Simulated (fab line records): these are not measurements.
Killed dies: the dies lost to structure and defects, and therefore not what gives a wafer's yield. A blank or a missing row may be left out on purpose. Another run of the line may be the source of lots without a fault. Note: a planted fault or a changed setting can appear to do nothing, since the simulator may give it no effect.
fab line records    flow berkeleyCmos170
record lots=15  wafers=45  lastDay=12
route steps=331 shown GATE@135
lots that met no fault: taken from a fault-free run of the same line
startH: start of the lot's first displayed wafer, in hours after the record's first day    waitH: hours elapsed since this lot's preceding step    " the same as in the row above    L1.1+2: a row that stands for several wafers    - value missing, or start not given    * or withheld: withheld    < > ~ a bound
route shown NAME@n: names a module that has steps shown in the file, with the first one's number in the route    usual: mean and standard deviation over wafers with no fault    same: alike in all rows    chamber/n: place in a boat    sites: readings site by site    _std_site: the values' standard deviation    _edge_site: the outer-site mean with the inner-site mean subtracted    radiusMm: how far each site lies from the wafer's centre    mask NAME#n: copy n    behind: the tool/chamber that last shaped the wafer    hold: why the lot went on hold/how many hours it stayed there/how the hold came to an end    device: the n, p or np transistor that did not switch    end of line: tests run on the same wafers once the route is complete    a step with no rows: only its recipe    killed: dies lost to structure and defects at the first sort, not the wafer's yield    map: per-die view of a wafer (x killed, . not killed, _ where there is no die)
set.NAME: the setting that was run; set.NAME@STEP: the one run at that earlier step    model.NAME: the simulator's own value behind a step, which no gauge read
a sample of lots followed through the steps of the route, with each step as a table and each wafer as a row
services: from which hour (startH, from the record's first day; less than 0 if before it) a tool's chamber was out of use, for how many hours, and why
## steps
# step UCB170_GATE_EXPOSE_09
# recipe maskId=POLY  targetCdNm=350  na=0.5  sigmaOuter=0.6  sourceShape=conventional  doseMj=21
# usual exposureDoseMJCm2=20.999/0.022  focusOffsetNm=0.1/0.56  na=0.5/0
lot.wafer  tool           chamber  startH  waitH  mask    exposureDoseMJCm2  focusOffsetNm  na
L612.1     krfScanner-01  0        155.98  -      POLY#0  20.959             -0.7           0.5
L612.4     "              0        "       "      POLY#0  20.989             -1.0           0.5
L612.6     "              0        "       "      POLY#0  20.963             -0.3           0.5
L615.3     krfScanner-01  0        169.56  -      POLY#0  21.034             0.2            0.5
L615.5     "              0        "       "      POLY#0  21.006             -0.2           0.5
L615.6     "              0        "       "      POLY#0  20.994             0.4            0.5
L613.2     krfScanner-01  0        169.66  -      POLY#0  20.992             1.1            0.5
L613.4     "              0        "       "      POLY#0  21.014             0.0            0.5
L613.5     "              0        "       "      POLY#0  20.997             0.6            0.5
L614.1     krfScanner-01  0        169.75  -      POLY#0  21.018             0.2            0.5
L614.5     "              0        "       "      POLY#0  20.990             0.1            0.5
L614.6     "              0        "       "      POLY#0  21.024             0.6            0.5
L616.1     krfScanner-01  0        185.02  -      POLY#0  21.014             0.2            0.5
L616.4     "              0        "       "      POLY#0  20.998             -0.1           0.5
L616.6     "              0        "       "      POLY#0  20.983             0.1            0.5
L618.1     krfScanner-02  0        195.59  -      POLY#0  20.958             0.3            0.5
L618.2     "              0        "       "      POLY#0  20.992             0.7            0.5
L618.5     "              0        "       "      POLY#0  20.954             0.7            0.5
L622.3     krfScanner-01  0        212.82  -      POLY#0  21.024             0.8            0.5
L622.4     "              0        "       "      POLY#0  21.003             0.7            0.5
L622.5     "              0        "       "      POLY#0  21.034             0.4            0.5
L621.1     krfScanner-01  -        212.90  -      POLY#0  -                  -              -
L621.5     "              -        "       "      POLY#0  -                  -              -
L621.6     "              -        "       "      POLY#0  -                  -              -
L624.1     krfScanner-01  -        226.54  -      POLY#0  -                  -              -
L624.5     "              -        "       "      POLY#0  -                  -              -
L624.6     "              -        "       "      POLY#0  -                  -              -
L626.1     krfScanner-02  -        226.92  -      POLY#0  -                  -              -
L626.2     "              -        "       "      POLY#0  -                  -              -
L626.6     "              -        "       "      POLY#0  -                  -              -
L630.1     krfScanner-01  0        240.44  -      POLY#0  20.993             0.2            0.5
L630.4     "              0        "       "      POLY#0  21.006             0.7            0.5
L630.5     "              0        "       "      POLY#0  20.999             -0.1           0.5
L629.1     krfScanner-02  0        240.68  -      POLY#0  20.971             1.0            0.5
L629.2     "              0        "       "      POLY#0  20.973             0.6            0.5
L629.4     "              0        "       "      POLY#0  20.958             0.0            0.5
L631.2     krfScanner-02  0        255.21  -      POLY#0  21.009             -0.3           0.5
L631.4     "              0        "       "      POLY#0  20.992             -0.2           0.5
L631.6     "              0        "       "      POLY#0  20.985             -0.5           0.5
L632.1     krfScanner-02  0        255.31  -      POLY#0  21.007             0.6            0.5
L632.4     "              0        "       "      POLY#0  20.963             0.2            0.5
L632.5     "              0        "       "      POLY#0  20.975             0.4            0.5
L633.2     krfScanner-02  0        255.90  -      POLY#0  20.964             0.6            0.5
L633.5     "              0        "       "      POLY#0  20.983             -0.7           0.5
L633.6     "              0        "       "      POLY#0  20.998             0.4            0.5
## services
tool           chamber  startH  hours  kind
krfScanner-01  -        157.55  0.8    pm
krfScanner-02  -        230.82  1.3    pm
krfScanner-01  -        232.29  1.3    pm
## key
firstSign step=UCB170_GATE_EXPOSE_09  reading=toolRecord  direction=missing
effect none on later readings
metAt UCB170_GATE_EXPOSE_09
struckLots L621,L624,L626
laterRowsLeftOut L621.1,L621.5,L621.6,L624.1,L624.5,L624.6,L626.1,L626.2,L626.6
sortLeftOut L621.1,L621.5,L621.6,L624.1,L624.5,L624.6,L626.1,L626.2,L626.6
testerLeftOut L621,L624,L626
onsetBetween 212.82 212.90
fault kind=skippedStepWhole  tool=krfScanner-01,krfScanner-02  chamber=-  onsetH=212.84  steps=UCB170_GATE_EXPOSE_09  scope=struckLotsOnly
# testerLeftOut: of these lots the tester's yield and bins aren't shown, on N5 and GAA mostly nor the transistor test; their killed dies are dies lost to structure and defects alone, not to doping, threshold or leakage, so they don't give the yield
# sortLeftOut: the simulated sort isn't trusted on such a fault, so these wafers' sort isn't shown, and their yield isn't known
# laterRowsLeftOut: the simulator's readings of these wafers behind a module that went badly wrong aren't trusted and aren't shown, but for the sort
